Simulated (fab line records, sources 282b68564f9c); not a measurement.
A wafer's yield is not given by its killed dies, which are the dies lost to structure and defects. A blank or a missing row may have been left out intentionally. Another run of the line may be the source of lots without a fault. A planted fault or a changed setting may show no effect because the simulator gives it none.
Lot-split experiment | flow ritCmos | 5 lots, 23 wafers read, on a route of 202 steps

## THE SPLIT ITSELF
At RIT_NRETRO_COAT_01 (resist thk 1300 nm), the setting spinRpm was moved away from the recipe's 2000 rpm on 5 of the 23 wafers read, by -4.1% to +2.6%. All remaining wafers had this setting at the recipe value.

## FROM THE SPLIT TO THE READING: what the file shows between them, 3 steps
- RIT_NRETRO_SOFTBAKE_02: time 60 s
- RIT_NRETRO_EXPOSE_03: exposes mask M4, target cd 43900 nm
- RIT_NRETRO_DEVELOP_05: develop time 68 s

## THE READING
NOVOLAK_of_NRETRO_COAT_01.thkNm (the simulator's own value, which no gauge read), in nm, at RIT_NRETRO_HARDBAKE_07 (time 120 s). There is no usual value for it anywhere in the file. The 18 wafers here that ran the recipe average 1138 nm, standard deviation 2.6 nm.

wafer  | tool, chamber at the split | spinRpm as run, rpm | against the recipe | NOVOLAK_of_NRETRO_COAT_01.thkNm, nm | against lot-mates on the recipe
L075.1 | lithoTrack-02, 0           | 1918                | -4.1%              | 1159                                | +22
L075.3 | lithoTrack-02, 0           | 1918                | -4.1%              | 1161                                | +24
L075.4 | lithoTrack-02, 0           | 1918                | -4.1%              | 1162                                | +24
L075.5 | lithoTrack-02, 0           | 2000                | recipe             | 1137                                | -
L075.6 | lithoTrack-02, 0           | 2000                | recipe             | 1138                                | -
L076.1 | lithoTrack-03, 0           | 2000                | recipe             | 1138                                | -
L076.3 | lithoTrack-03, 0           | 2000                | recipe             | 1138                                | -
L076.5 | lithoTrack-03, 0           | 2000                | recipe             | 1138                                | -
L076.2 | lithoTrack-03, 0           | 2000                | recipe             | 1141                                | -
L076.4 | lithoTrack-03, 0           | 2000                | recipe             | 1140                                | -
L079.1 | lithoTrack-04, 0           | 2000                | recipe             | 1135                                | -
L079.2 | lithoTrack-04, 0           | 2000                | recipe             | 1135                                | -
L079.3 | lithoTrack-04, 0           | 2000                | recipe             | 1132                                | -
L079.5 | lithoTrack-04, 0           | 2000                | recipe             | 1136                                | -
L079.6 | lithoTrack-04, 0           | 2000                | recipe             | 1138                                | -
L082.1 | lithoTrack-03, 0           | 2000                | recipe             | 1139                                | -
L082.2 | lithoTrack-03, 0           | 2052                | +2.6%              | 1127                                | -12
L082.3 | lithoTrack-03, 0           | 2000                | recipe             | 1138                                | -
L082.4 | lithoTrack-03, 0           | 2000                | recipe             | 1141                                | -
L082.6 | lithoTrack-03, 0           | 2052                | +2.6%              | 1126                                | -13
L085.1 | lithoTrack-03, 0           | 2000                | recipe             | 1142                                | -
L085.6 | lithoTrack-03, 0           | 2000                | recipe             | 1142                                | -
L085.5 | lithoTrack-03, 0           | 2000                | recipe             | 1141                                | -

THE FIT
A straight line over all 23 wafers: NOVOLAK_of_NRETRO_COAT_01.thkNm changes by -5.23 nm for each +1% of spinRpm; r = -0.96; the points scatter about the line by 2.5 nm.
The same after taking each lot's own level away (the mean of its wafers on the recipe; 23 wafers): -5.48 nm for each +1%; r = -0.99; scatter 1.4 nm.
Per that fit: largest spinRpm move, reading shift of 22 nm.
Across the lots, their own levels run from 1135.2 to 1141.7 nm, a range of 2.5 times the standard deviation given above.
The two slopes are in agreement: the lot-to-lot level therefore moves the slope only a little.
Check: with one of the wafers moved furthest among these (-4.1%) left out of the fit, the line predicts +23.1 nm for it against its lot-mates. It came out at +21.5 nm against them.

## OTHER SPLITS ON THESE WAFERS
Before the reading, these wafers also passed through other splits. Each is held against what the fit with the lots' levels taken away leaves over:
other split on the same wafers     | wafers away from the commonest value | r with NOVOLAK_of_NRETRO_COAT_01.thkNm (lot level and that fit taken away)
RIT_ACTIVE_CVD_03 timeS            | 18                                   | -0.02
RIT_ACTIVE_DEVELOP_10 developTimeS | 5                                    | +0.03
RIT_ACTIVE_ETCH_13 timeS           | 8                                    | +0.04
RIT_NWELL_COAT_01 spinRpm          | 4                                    | -0.21

## THE WHOLE CHAIN: every reading that the file lists as answering this split, in the file's order
step                   | what it does       | reading                                                                          | change (the file's fit)              | r (the file's)
RIT_NRETRO_COAT_01     | resist thk 1300 nm | NOVOLAK_of_NRETRO_COAT_01.thkNm (the simulator's own value, which no gauge read) | -6.27 nm for each +1% of the setting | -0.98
RIT_NRETRO_HARDBAKE_07 | time 120 s         | NOVOLAK_of_NRETRO_COAT_01.thkNm (the simulator's own value, which no gauge read) | -5.4 nm for each +1% of the setting  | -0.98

## THE FILE'S OWN FIT
NOVOLAK_of_NRETRO_COAT_01.thkNm changes by -5.4 nm for each +1% of spinRpm, r = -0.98.
